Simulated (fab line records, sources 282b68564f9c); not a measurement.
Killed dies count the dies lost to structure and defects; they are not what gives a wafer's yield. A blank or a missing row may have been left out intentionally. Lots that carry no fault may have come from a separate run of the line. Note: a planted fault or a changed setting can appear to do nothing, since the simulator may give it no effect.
fab line records / flow rit_cmos
[record] lots = 7 wafers = 21 last_day = 7
route steps=202 shown GATE@94 REOX@98 NLDD@103
lots untouched by any fault: they come from a run of this same line in which no faults occurred
start_h: start of the lot's first displayed wafer, in hours after the record's first day / wait_h: how many hours have passed since the lot's step before this one / " identical to the entry in the row above / L1.1+2: a row that stands for several wafers / - no value present, or no start provided / * or withheld: withheld / < > ~ a bound
route shown NAME@n: names a module that has steps shown in the file, with the first one's number in the route / usual: mean/standard deviation of fault-free wafers / same: alike in all rows / chamber/n: place in a boat / sites: each site's reading / _std_site: their standard deviation / _edge_site: mean of outer sites minus mean of inner sites / radius_mm: how far each site lies from the wafer's centre / mask NAME#n: copy n / behind: the most recent tool/chamber to have shaped the wafer / hold: what put the lot on hold/how long, in hours/how the hold closed / device: which transistor (n, p or np) failed to switch / end of line: tests of these same wafers at the route's end / step lacking rows: just its recipe / killed: the dies lost at the first sort to structure and to defects; this is not the yield of the wafer / map: a wafer's dies, x killed, . not, _ none there
set.NAME: the setting as run; set.NAME@STEP: as run at that earlier step / model.NAME: the simulator's own value behind a step, which no gauge read
a table for each step, a row for each wafer; lots at some steps of the route
services: from which hour (start_h, from the record's first day; less than 0 if before it) a tool's chamber was out of use, for how many hours, and why
[[steps]]
[step RIT_GATE_HARDBAKE_18]
[recipe] resist = NOVOLAK temp_c = 140 time_s = 60
[step RIT_GATE_ETCH_19]
[recipe] chemistry = SF6/CHF3/O2 time_s = 165 SF6_flow_sccm = 30 CHF3_flow_sccm = 30 O2_flow_sccm = 5 target = poly-Si pressure_mtorr = 40 rf_w = 160 target_depth_a = 3125 over_etch_frac = 0.25 stop_on = SiO2
[usual] CHF3_flow_sccm = 30.00/0.099 SF6_flow_sccm = 30.00/0.091 chamber_pressure_mTorr = 40.00/0.038 drypump_motor_current_A = 5.9/0.56 oes_product_au = 0.854/0.012 throttle_valve_pct = 10.27/0.079
[same] time_s = 165
lot.wafer=L559.1 tool=rie_si-02 chamber=2 start_h=75.70 wait_h=0.1 CHF3_flow_sccm=29.84 SF6_flow_sccm=30.01 chamber_pressure_mTorr=40.06 drypump_motor_current_A=6.0 oes_product_au=0.861 rf_hours_counter_h=88 throttle_valve_pct=10.36
lot.wafer=L559.2 tool=rie_si-02 chamber=0 start_h=75.70 wait_h=0.1 CHF3_flow_sccm=30.13 SF6_flow_sccm=30.06 chamber_pressure_mTorr=39.94 drypump_motor_current_A=6.2 oes_product_au=0.836 rf_hours_counter_h=152 throttle_valve_pct=10.25
lot.wafer=L559.5 tool=rie_si-02 chamber=0 start_h=75.70 wait_h=0.1 CHF3_flow_sccm=30.00 SF6_flow_sccm=29.94 chamber_pressure_mTorr=39.96 drypump_motor_current_A=6.2 oes_product_au=0.844 rf_hours_counter_h=- throttle_valve_pct=10.24
lot.wafer=L564.2 tool=rie_si-02 chamber=3 start_h=94.00 wait_h=0.1 CHF3_flow_sccm=29.97 SF6_flow_sccm=30.05 chamber_pressure_mTorr=39.98 drypump_motor_current_A=5.7 oes_product_au=0.871 rf_hours_counter_h=3 throttle_valve_pct=10.22
lot.wafer=L564.5 tool=rie_si-02 chamber=0 start_h=94.00 wait_h=0.1 CHF3_flow_sccm=29.97 SF6_flow_sccm=30.08 chamber_pressure_mTorr=39.97 drypump_motor_current_A=6.2 oes_product_au=0.838 rf_hours_counter_h=- throttle_valve_pct=10.27
lot.wafer=L564.6 tool=rie_si-02 chamber=1 start_h=94.00 wait_h=0.1 CHF3_flow_sccm=29.91 SF6_flow_sccm=30.06 chamber_pressure_mTorr=40.01 drypump_motor_current_A=6.5 oes_product_au=0.852 rf_hours_counter_h=- throttle_valve_pct=10.39
lot.wafer=L567.2 tool=rie_si-01 chamber=1 start_h=113.35 wait_h=0.1 CHF3_flow_sccm=29.71 SF6_flow_sccm=30.03 chamber_pressure_mTorr=40.02 drypump_motor_current_A=5.4 oes_product_au=0.854 rf_hours_counter_h=2 throttle_valve_pct=10.22
lot.wafer=L567.3 tool=rie_si-01 chamber=2 start_h=113.35 wait_h=0.1 CHF3_flow_sccm=29.78 SF6_flow_sccm=30.10 chamber_pressure_mTorr=40.05 drypump_motor_current_A=6.5 oes_product_au=0.866 rf_hours_counter_h=84 throttle_valve_pct=10.31
lot.wafer=L567.4 tool=rie_si-01 chamber=0 start_h=113.35 wait_h=0.1 CHF3_flow_sccm=29.85 SF6_flow_sccm=30.05 chamber_pressure_mTorr=40.01 drypump_motor_current_A=6.0 oes_product_au=0.866 rf_hours_counter_h=- throttle_valve_pct=10.26
lot.wafer=L570.1 tool=rie_si-01 chamber=3 start_h=123.94 wait_h=0.1 CHF3_flow_sccm=30.18 SF6_flow_sccm=30.04 chamber_pressure_mTorr=40.04 drypump_motor_current_A=4.8 oes_product_au=0.836 rf_hours_counter_h=0 throttle_valve_pct=10.16
lot.wafer=L570.2 tool=rie_si-01 chamber=1 start_h=123.94 wait_h=0.1 CHF3_flow_sccm=29.95 SF6_flow_sccm=29.98 chamber_pressure_mTorr=39.96 drypump_motor_current_A=5.4 oes_product_au=0.853 rf_hours_counter_h=2 throttle_valve_pct=10.26
lot.wafer=L570.6 tool=rie_si-01 chamber=3 start_h=123.94 wait_h=0.1 CHF3_flow_sccm=30.11 SF6_flow_sccm=30.08 chamber_pressure_mTorr=40.07 drypump_motor_current_A=4.7 oes_product_au=0.830 rf_hours_counter_h=- throttle_valve_pct=10.14
lot.wafer=L568.2 tool=rie_si-01 chamber=0 start_h=124.40 wait_h=0.1 CHF3_flow_sccm=30.01 SF6_flow_sccm=30.05 chamber_pressure_mTorr=40.01 drypump_motor_current_A=6.0 oes_product_au=0.866 rf_hours_counter_h=76 throttle_valve_pct=10.28
lot.wafer=L568.3 tool=rie_si-01 chamber=1 start_h=124.40 wait_h=0.1 CHF3_flow_sccm=29.96 SF6_flow_sccm=30.11 chamber_pressure_mTorr=40.06 drypump_motor_current_A=5.4 oes_product_au=0.868 rf_hours_counter_h=2 throttle_valve_pct=10.23
lot.wafer=L568.5 tool=rie_si-01 chamber=3 start_h=124.40 wait_h=0.1 CHF3_flow_sccm=29.93 SF6_flow_sccm=29.96 chamber_pressure_mTorr=39.97 drypump_motor_current_A=4.7 oes_product_au=0.842 rf_hours_counter_h=- throttle_valve_pct=10.17
lot.wafer=L571.1 tool=rie_si-02 chamber=1 start_h=129.65 wait_h=0.1 CHF3_flow_sccm=29.88 SF6_flow_sccm=29.88 chamber_pressure_mTorr=40.01 drypump_motor_current_A=6.5 oes_product_au=0.855 rf_hours_counter_h=121 throttle_valve_pct=10.39
lot.wafer=L571.2 tool=rie_si-02 chamber=3 start_h=129.65 wait_h=0.1 CHF3_flow_sccm=30.18 SF6_flow_sccm=29.96 chamber_pressure_mTorr=40.05 drypump_motor_current_A=5.7 oes_product_au=0.865 rf_hours_counter_h=4 throttle_valve_pct=10.22
lot.wafer=L571.6 tool=rie_si-02 chamber=1 start_h=129.65 wait_h=0.1 CHF3_flow_sccm=29.90 SF6_flow_sccm=29.97 chamber_pressure_mTorr=39.95 drypump_motor_current_A=6.5 oes_product_au=0.856 rf_hours_counter_h=- throttle_valve_pct=10.40
lot.wafer=L577.2 tool=rie_si-02 chamber=1 start_h=146.83 wait_h=0.1 CHF3_flow_sccm=30.04 SF6_flow_sccm=30.10 chamber_pressure_mTorr=39.93 drypump_motor_current_A=6.5 oes_product_au=0.867 rf_hours_counter_h=121 throttle_valve_pct=10.42
lot.wafer=L577.4 tool=rie_si-02 chamber=2 start_h=146.83 wait_h=0.1 CHF3_flow_sccm=29.83 SF6_flow_sccm=29.86 chamber_pressure_mTorr=39.97 drypump_motor_current_A=6.0 oes_product_au=0.873 rf_hours_counter_h=89 throttle_valve_pct=10.36
lot.wafer=L577.5 tool=rie_si-02 chamber=2 start_h=146.83 wait_h=0.1 CHF3_flow_sccm=30.00 SF6_flow_sccm=29.82 chamber_pressure_mTorr=40.03 drypump_motor_current_A=6.0 oes_product_au=0.863 rf_hours_counter_h=- throttle_valve_pct=10.36
[step RIT_GATE_STRIP_20]
[recipe] chemistry = O2 time_s = 180 resist = NOVOLAK platen_temp_c = withheld power_w = 500 pressure_mtorr = 4000 o2_flow_sccm = 4000
[usual] chamber_pressure_mTorr = 4000/4.3 drypump_motor_current_A = 5.55/0.28
[same] time_s = 180
lot.wafer=L559.1 tool=plasma_asher-04 chamber=0 start_h=75.81 wait_h=0.1 chamber_pressure_mTorr=4001 drypump_motor_current_A=5.34 rf_hours_counter_h=43
lot.wafer=L559.2 tool=plasma_asher-04 chamber=1 start_h=75.81 wait_h=0.1 chamber_pressure_mTorr=3997 drypump_motor_current_A=5.77 rf_hours_counter_h=43
lot.wafer=L559.5 tool=plasma_asher-04 chamber=1 start_h=75.81 wait_h=0.1 chamber_pressure_mTorr=3999 drypump_motor_current_A=5.77 rf_hours_counter_h=-
lot.wafer=L564.2 tool=plasma_asher-01 chamber=0 start_h=94.11 wait_h=0.1 chamber_pressure_mTorr=3997 drypump_motor_current_A=5.96 rf_hours_counter_h=30
lot.wafer=L564.5 tool=plasma_asher-01 chamber=0 start_h=94.11 wait_h=0.1 chamber_pressure_mTorr=4000 drypump_motor_current_A=5.94 rf_hours_counter_h=-
lot.wafer=L564.6 tool=plasma_asher-01 chamber=1 start_h=94.11 wait_h=0.1 chamber_pressure_mTorr=3994 drypump_motor_current_A=5.02 rf_hours_counter_h=-
lot.wafer=L567.2 tool=plasma_asher-03 chamber=0 start_h=113.46 wait_h=0.1 chamber_pressure_mTorr=3998 drypump_motor_current_A=5.65 rf_hours_counter_h=40
lot.wafer=L567.3 tool=plasma_asher-03 chamber=0 start_h=113.46 wait_h=0.1 chamber_pressure_mTorr=4002 drypump_motor_current_A=5.63 rf_hours_counter_h=-
lot.wafer=L567.4 tool=plasma_asher-03 chamber=1 start_h=113.46 wait_h=0.1 chamber_pressure_mTorr=3999 drypump_motor_current_A=5.55 rf_hours_counter_h=-
lot.wafer=L570.1 tool=plasma_asher-03 chamber=0 start_h=124.05 wait_h=0.1 chamber_pressure_mTorr=4001 drypump_motor_current_A=5.67 rf_hours_counter_h=41
lot.wafer=L570.2 tool=plasma_asher-03 chamber=1 start_h=124.05 wait_h=0.1 chamber_pressure_mTorr=4004 drypump_motor_current_A=5.54 rf_hours_counter_h=41
lot.wafer=L570.6 tool=plasma_asher-03 chamber=0 start_h=124.05 wait_h=0.1 chamber_pressure_mTorr=3987 drypump_motor_current_A=5.66 rf_hours_counter_h=-
lot.wafer=L568.2 tool=plasma_asher-01 chamber=1 start_h=124.51 wait_h=0.1 chamber_pressure_mTorr=3998 drypump_motor_current_A=5.02 rf_hours_counter_h=33
lot.wafer=L568.3 tool=plasma_asher-01 chamber=0 start_h=124.51 wait_h=0.1 chamber_pressure_mTorr=4004 drypump_motor_current_A=5.94 rf_hours_counter_h=-
lot.wafer=L568.5 tool=plasma_asher-01 chamber=0 start_h=124.51 wait_h=0.1 chamber_pressure_mTorr=4005 drypump_motor_current_A=5.94 rf_hours_counter_h=-
lot.wafer=L571.1 tool=plasma_asher-03 chamber=1 start_h=129.75 wait_h=0.1 chamber_pressure_mTorr=3999 drypump_motor_current_A=5.57 rf_hours_counter_h=42
lot.wafer=L571.2 tool=plasma_asher-03 chamber=0 start_h=129.75 wait_h=0.1 chamber_pressure_mTorr=3997 drypump_motor_current_A=5.66 rf_hours_counter_h=42
lot.wafer=L571.6 tool=plasma_asher-03 chamber=0 start_h=129.75 wait_h=0.1 chamber_pressure_mTorr=4001 drypump_motor_current_A=5.65 rf_hours_counter_h=-
lot.wafer=L577.2 tool=plasma_asher-04 chamber=1 start_h=146.93 wait_h=0.1 chamber_pressure_mTorr=3999 drypump_motor_current_A=5.76 rf_hours_counter_h=51
lot.wafer=L577.4 tool=plasma_asher-04 chamber=1 start_h=146.93 wait_h=0.1 chamber_pressure_mTorr=3991 drypump_motor_current_A=5.75 rf_hours_counter_h=-
lot.wafer=L577.5 tool=plasma_asher-04 chamber=1 start_h=146.93 wait_h=0.1 chamber_pressure_mTorr=4006 drypump_motor_current_A=5.73 rf_hours_counter_h=-
[step RIT_GATE_CD_MEAS_90]
[recipe] target_cd_nm = 150
[usual] cd_nm = 149.7/2.3
lot.wafer=L559.1 tool=cd_sem-01 chamber=- start_h=75.98 wait_h=0.1 cd_nm=150.9
lot.wafer=L559.2 tool=cd_sem-01 chamber=- start_h=75.98 wait_h=0.1 cd_nm=148.6
lot.wafer=L559.5 tool=cd_sem-01 chamber=- start_h=75.98 wait_h=0.1 cd_nm=149.6
lot.wafer=L564.2 tool=cd_sem-01 chamber=- start_h=94.31 wait_h=0.1 cd_nm=148.0
lot.wafer=L564.5 tool=cd_sem-01 chamber=- start_h=94.31 wait_h=0.1 cd_nm=149.4
lot.wafer=L564.6 tool=cd_sem-01 chamber=- start_h=94.31 wait_h=0.1 cd_nm=151.0
lot.wafer=L567.2 tool=cd_sem-02 chamber=- start_h=113.66 wait_h=0.1 cd_nm=145.8
lot.wafer=L567.3 tool=cd_sem-02 chamber=- start_h=113.66 wait_h=0.1 cd_nm=148.6
lot.wafer=L567.4 tool=cd_sem-02 chamber=- start_h=113.66 wait_h=0.1 cd_nm=148.6
lot.wafer=L570.1 tool=cd_sem-01 chamber=- start_h=124.23 wait_h=0.1 cd_nm=150.8
lot.wafer=L570.2 tool=cd_sem-01 chamber=- start_h=124.23 wait_h=0.1 cd_nm=149.3
lot.wafer=L570.6 tool=cd_sem-01 chamber=- start_h=124.23 wait_h=0.1 cd_nm=152.5
lot.wafer=L568.2 tool=cd_sem-01 chamber=- start_h=124.70 wait_h=0.1 cd_nm=148.5
lot.wafer=L568.3 tool=cd_sem-01 chamber=- start_h=124.70 wait_h=0.1 cd_nm=149.9
lot.wafer=L568.5 tool=cd_sem-01 chamber=- start_h=124.70 wait_h=0.1 cd_nm=151.6
lot.wafer=L571.1 tool=cd_sem-01 chamber=- start_h=129.93 wait_h=0.1 cd_nm=154.1
lot.wafer=L571.2 tool=cd_sem-01 chamber=- start_h=129.93 wait_h=0.1 cd_nm=155.6
lot.wafer=L571.6 tool=cd_sem-01 chamber=- start_h=129.93 wait_h=0.1 cd_nm=153.2
lot.wafer=L577.2 tool=cd_sem-01 chamber=- start_h=147.13 wait_h=0.1 cd_nm=151.0
lot.wafer=L577.4 tool=cd_sem-01 chamber=- start_h=147.13 wait_h=0.1 cd_nm=152.7
lot.wafer=L577.5 tool=cd_sem-01 chamber=- start_h=147.13 wait_h=0.1 cd_nm=150.6
[step RIT_REOX_CLEAN_00]
[recipe] chemistry = SC1 mix = 3:3:50 time_s = 600 temp_c = 75
[step RIT_REOX_CLEAN_01]
[recipe] chemistry = dHF dilution = 50:1 time_s = 30
[step RIT_REOX_CLEAN_02]
[recipe] chemistry = SC2 mix = 3:3:50 time_s = 600 temp_c = 75 dry = n2_spin
[step RIT_REOX_OXIDATION_03]
[recipe] temp_c = 900 ambient = O2 target_thk_a = 252 ox_time_s = 5580
[step RIT_REOX_THK_MEAS_04]
[recipe] reads = SiO2_of_REOX_OXIDATION_03
[usual] REOX_OXIDE_THK = 25.1/0.65
lot.wafer=L559.1 tool=film_metro-02 chamber=- start_h=83.56 wait_h=0.0 REOX_OXIDE_THK[nm]=24.3
lot.wafer=L559.2 tool=film_metro-02 chamber=- start_h=83.56 wait_h=0.0 REOX_OXIDE_THK[nm]=24.4
lot.wafer=L559.5 tool=film_metro-02 chamber=- start_h=83.56 wait_h=0.0 REOX_OXIDE_THK[nm]=24.7
lot.wafer=L564.2 tool=film_metro-04 chamber=- start_h=98.02 wait_h=0.0 REOX_OXIDE_THK[nm]=25.1
lot.wafer=L564.5 tool=film_metro-04 chamber=- start_h=98.02 wait_h=0.0 REOX_OXIDE_THK[nm]=25.1
lot.wafer=L564.6 tool=film_metro-04 chamber=- start_h=98.02 wait_h=0.0 REOX_OXIDE_THK[nm]=25.3
lot.wafer=L567.2 tool=film_metro-02 chamber=- start_h=117.12 wait_h=0.0 REOX_OXIDE_THK[nm]=24.8
lot.wafer=L567.3 tool=film_metro-02 chamber=- start_h=117.12 wait_h=0.0 REOX_OXIDE_THK[nm]=24.8
lot.wafer=L567.4 tool=film_metro-02 chamber=- start_h=117.12 wait_h=0.0 REOX_OXIDE_THK[nm]=24.5
lot.wafer=L570.1 tool=film_metro-01 chamber=- start_h=128.03 wait_h=0.0 REOX_OXIDE_THK[nm]=25.4
lot.wafer=L570.2 tool=film_metro-01 chamber=- start_h=128.03 wait_h=0.0 REOX_OXIDE_THK[nm]=25.1
lot.wafer=L570.6 tool=film_metro-01 chamber=- start_h=128.03 wait_h=0.0 REOX_OXIDE_THK[nm]=25.4
lot.wafer=L568.2 tool=film_metro-02 chamber=- start_h=128.04 wait_h=0.0 REOX_OXIDE_THK[nm]=25.2
lot.wafer=L568.3 tool=film_metro-02 chamber=- start_h=128.04 wait_h=0.0 REOX_OXIDE_THK[nm]=24.6
lot.wafer=L568.5 tool=film_metro-02 chamber=- start_h=128.04 wait_h=0.0 REOX_OXIDE_THK[nm]=24.8
lot.wafer=L571.1 tool=film_metro-01 chamber=- start_h=133.63 wait_h=0.0 REOX_OXIDE_THK[nm]=25.4
lot.wafer=L571.2 tool=film_metro-01 chamber=- start_h=133.63 wait_h=0.0 REOX_OXIDE_THK[nm]=25.3
lot.wafer=L571.6 tool=film_metro-01 chamber=- start_h=133.63 wait_h=0.0 REOX_OXIDE_THK[nm]=25.7
lot.wafer=L577.2 tool=film_metro-02 chamber=- start_h=150.64 wait_h=0.0 REOX_OXIDE_THK[nm]=24.0
lot.wafer=L577.4 tool=film_metro-02 chamber=- start_h=150.64 wait_h=0.0 REOX_OXIDE_THK[nm]=24.3
lot.wafer=L577.5 tool=film_metro-02 chamber=- start_h=150.64 wait_h=0.0 REOX_OXIDE_THK[nm]=23.8
[step RIT_NLDD_HMDS_00]
[recipe] prime_time_s = 60 prime_temp_c = 140
[step RIT_NLDD_COAT_01]
[recipe] resist = NOVOLAK spin_rpm = 3250 resist_thk_nm = 1000
[step RIT_NLDD_SOFTBAKE_02]
[recipe] resist = NOVOLAK temp_c = 90 time_s = 60
[step RIT_NLDD_EXPOSE_03]
[recipe] mask_id = M7 na = 0.57 target_cd_nm = 40700 dose_mj = 250
[usual] exposure_dose_mJ_cm2 = 250.05/0.24 focus_offset_nm = 0.0/0.59
lot.wafer=L559.1 tool=iline_stepper-02 chamber=0 start_h=84.32 wait_h=0.2 mask=M7#0 exposure_dose_mJ_cm2=250.10 focus_offset_nm=-0.2
lot.wafer=L559.2 tool=iline_stepper-02 chamber=0 start_h=84.32 wait_h=0.2 mask=M7#0 exposure_dose_mJ_cm2=250.07 focus_offset_nm=0.6
lot.wafer=L559.5 tool=iline_stepper-02 chamber=0 start_h=84.32 wait_h=0.2 mask=M7#0 exposure_dose_mJ_cm2=250.16 focus_offset_nm=0.6
lot.wafer=L564.2 tool=iline_stepper-02 chamber=0 start_h=98.95 wait_h=0.1 mask=M7#0 exposure_dose_mJ_cm2=250.59 focus_offset_nm=0.0
lot.wafer=L564.5 tool=iline_stepper-02 chamber=0 start_h=98.95 wait_h=0.1 mask=M7#0 exposure_dose_mJ_cm2=250.39 focus_offset_nm=-0.2
lot.wafer=L564.6 tool=iline_stepper-02 chamber=0 start_h=98.95 wait_h=0.1 mask=M7#0 exposure_dose_mJ_cm2=250.27 focus_offset_nm=0.6
lot.wafer=L567.2 tool=iline_stepper-02 chamber=- start_h=119.59 wait_h=2.1 mask=M7#0 exposure_dose_mJ_cm2=- focus_offset_nm=-
lot.wafer=L567.3 tool=iline_stepper-02 chamber=- start_h=119.59 wait_h=2.1 mask=M7#0 exposure_dose_mJ_cm2=- focus_offset_nm=-
lot.wafer=L567.4 tool=iline_stepper-02 chamber=- start_h=119.59 wait_h=2.1 mask=M7#0 exposure_dose_mJ_cm2=- focus_offset_nm=-
lot.wafer=L570.1 tool=iline_stepper-01 chamber=- start_h=128.67 wait_h=0.2 mask=M7#0 exposure_dose_mJ_cm2=- focus_offset_nm=-
lot.wafer=L570.2 tool=iline_stepper-01 chamber=- start_h=128.67 wait_h=0.2 mask=M7#0 exposure_dose_mJ_cm2=- focus_offset_nm=-
lot.wafer=L570.6 tool=iline_stepper-01 chamber=- start_h=128.67 wait_h=0.2 mask=M7#0 exposure_dose_mJ_cm2=- focus_offset_nm=-
lot.wafer=L568.2 tool=iline_stepper-01 chamber=- start_h=128.80 wait_h=0.4 mask=M7#0 exposure_dose_mJ_cm2=- focus_offset_nm=-
lot.wafer=L568.3 tool=iline_stepper-01 chamber=- start_h=128.80 wait_h=0.4 mask=M7#0 exposure_dose_mJ_cm2=- focus_offset_nm=-
lot.wafer=L568.5 tool=iline_stepper-01 chamber=- start_h=128.80 wait_h=0.4 mask=M7#0 exposure_dose_mJ_cm2=- focus_offset_nm=-
lot.wafer=L571.1 tool=iline_stepper-01 chamber=0 start_h=134.14 wait_h=0.1 mask=M7#0 exposure_dose_mJ_cm2=250.18 focus_offset_nm=-0.6
lot.wafer=L571.2 tool=iline_stepper-01 chamber=0 start_h=134.14 wait_h=0.1 mask=M7#0 exposure_dose_mJ_cm2=250.05 focus_offset_nm=0.3
lot.wafer=L571.6 tool=iline_stepper-01 chamber=0 start_h=134.14 wait_h=0.1 mask=M7#0 exposure_dose_mJ_cm2=250.50 focus_offset_nm=-0.4
lot.wafer=L577.2 tool=iline_stepper-02 chamber=0 start_h=151.28 wait_h=0.2 mask=M7#0 exposure_dose_mJ_cm2=250.19 focus_offset_nm=-0.2
lot.wafer=L577.4 tool=iline_stepper-02 chamber=0 start_h=151.28 wait_h=0.2 mask=M7#0 exposure_dose_mJ_cm2=249.78 focus_offset_nm=-0.1
lot.wafer=L577.5 tool=iline_stepper-02 chamber=0 start_h=151.28 wait_h=0.2 mask=M7#0 exposure_dose_mJ_cm2=250.30 focus_offset_nm=1.0
[step RIT_NLDD_PEB_04]
[recipe] resist = NOVOLAK temp_c = withheld time_s = withheld
[[services]]
tool=plasma_asher-03 chamber=- start_h=67.92 hours=3.8 kind=repair
tool=iline_stepper-01 chamber=- start_h=69.13 hours=1.7 kind=pm
tool=iline_stepper-01 chamber=- start_h=76.64 hours=28.9 kind=pm
tool=rie_si-01 chamber=3 start_h=94.16 hours=- kind=clean
tool=rie_si-01 chamber=3 start_h=94.16 hours=21.3 kind=scheduled_down
tool=rie_si-01 chamber=3 start_h=94.16 hours=21.3 kind=vent_cycle
tool=rie_si-02 chamber=0 start_h=101.30 hours=- kind=clean
tool=rie_si-02 chamber=0 start_h=101.30 hours=15.9 kind=scheduled_down
tool=rie_si-02 chamber=0 start_h=101.30 hours=15.9 kind=vent_cycle
tool=plasma_asher-01 chamber=- start_h=112.30 hours=2.8 kind=pm
tool=rie_si-02 chamber=- start_h=114.16 hours=4.1 kind=repair
tool=iline_stepper-02 chamber=- start_h=122.96 hours=8.9 kind=pm
tool=plasma_asher-03 chamber=- start_h=130.17 hours=3.4 kind=repair
tool=iline_stepper-02 chamber=- start_h=131.85 hours=1.7 kind=pm
[[key]]
[first_sign] step = RIT_NLDD_EXPOSE_03 reading = tool_record direction = missing
effect none on later readings
met_at RIT_NLDD_EXPOSE_03
struck_wafers L567.2,L567.3,L567.4,L568.2,L568.3,L568.5,L570.1,L570.2,L570.6
sort_left_out L567.2,L567.3,L567.4,L568.2,L568.3,L568.5,L570.1,L570.2,L570.6
tester_left_out L567,L568,L570
onset_between 98.95 119.59
[fault] kind = skipped_step_whole tool = iline_stepper-01,iline_stepper-02 chamber = - onset_h = 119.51 steps = RIT_NLDD_EXPOSE_03 scope = struck_lots_only
// tester_left_out: of these lots the tester's yield and bins aren't shown, on N5 and GAA mostly nor the transistor test; their killed dies are dies lost to structure and defects alone, not to doping, threshold or leakage, so they don't give the yield
// sort_left_out: the simulated sort isn't trusted on such a fault, so these wafers' sort isn't shown, and their yield isn't known
